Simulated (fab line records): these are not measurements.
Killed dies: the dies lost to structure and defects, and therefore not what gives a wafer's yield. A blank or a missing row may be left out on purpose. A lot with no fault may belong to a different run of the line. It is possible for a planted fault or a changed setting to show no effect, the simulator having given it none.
What tool caused it? | flow berkeley cmos170 | route of 331 steps, sampled at 1 step: 15 lots, 45 wafers

WHAT THE GAUGES READ, wafer by wafer
Not one reading of a measure or inspect step in the record can be checked against a usual standard deviation.

WHAT TOOL EACH LOT RAN ON (gives the tool, then ch and the chambers of the sampled wafers, and finally the start)
lot  | UCB170_PSD_EXPOSE_03
L175 | krf scanner-02 ch 0, day 8 00:02
L174 | krf scanner-01 ch 0, day 8 00:17
L176 | krf scanner-01 ch 0, day 8 15:55
L177 | krf scanner-02 ch 0, day 8 16:11
L178 | krf scanner-02 ch 0, day 9 06:38
L182 | krf scanner-02 ch 0, day 9 07:14
L183 | krf scanner-02 ch 0, day 9 18:16
L184 | krf scanner-01, day 9 18:31
L185 | krf scanner-01, day 10 15:02
L186 | krf scanner-02, day 10 15:14
L189 | krf scanner-01 ch 0, day 11 10:40
L194 | krf scanner-01 ch 0, day 12 01:27
L195 | krf scanner-02 ch 0, day 12 01:43
L196 | krf scanner-01 ch 0, day 13 04:56
L197 | krf scanner-01 ch 0, day 13 05:30
- UCB170_PSD_EXPOSE_03: exposes mask PSELECT MOD, target cd 1200 nm.

WHAT THE TOOLS THEMSELVES READ (means of the sampled wafers that have a number; where no wafer has one, the mark that the record gives instead)
UCB170_PSD_EXPOSE_03.
lot  | tool           | exposure dose mJ cm2 | focus offset nm (nm)
L175 | krf scanner-02 | 29.964               | 0.5
L174 | krf scanner-01 | 30.001               | -0.4
L176 | krf scanner-01 | 29.970               | 0.2
L177 | krf scanner-02 | 29.996               | -0.2
L178 | krf scanner-02 | 29.999               | -0.3
L182 | krf scanner-02 | 30.004               | -0.5
L183 | krf scanner-02 | 29.989               | -0.3
L184 | krf scanner-01 | -                    | -
L185 | krf scanner-01 | -                    | -
L186 | krf scanner-02 | -                    | -
L189 | krf scanner-01 | 29.971               | 0.2
L194 | krf scanner-01 | 29.970               | 0.6
L195 | krf scanner-02 | 29.996               | 0.0
L196 | krf scanner-01 | 29.978               | 0.5
L197 | krf scanner-01 | 29.953               | -0.7

THE ANSWER, worked out from the rows above alone
Rule: usual is defined by the lots themselves. The widest of any qualifying gaps counts: lots, ordered by their means at a reading, are off when they make up no more than a third of the lots, leave a main group of 4 or more, and stand apart from it by 3 or more times the standard deviation of that group's means. If all means in a main group match to the digits the tables above print for the reading, that group is not used. A lot without any number at a reading at which 4 lots or more have one is off too. Where the step has rows for the other lots, those lots are counted as sound. After the gauges, taken in route order, come the tools' own readings; for these a lot's mean is taken, as printed above. At the first step where some lot is off, the reading lying furthest off is the one used; lots without a number count as furthest.
Off at UCB170_PSD_EXPOSE_03 (exposure dose mJ cm2): L184, L185, L186. Without a number there: L184, L185, L186. The main group: mean 29.983, standard deviation 0.016.
If a tool, at that step or one of the process steps before it, ran each lot that is off and ran no sound lot following the first of them, it fits. Of those tried, none fits.

WHAT THE SIMULATOR HAD PUT IN
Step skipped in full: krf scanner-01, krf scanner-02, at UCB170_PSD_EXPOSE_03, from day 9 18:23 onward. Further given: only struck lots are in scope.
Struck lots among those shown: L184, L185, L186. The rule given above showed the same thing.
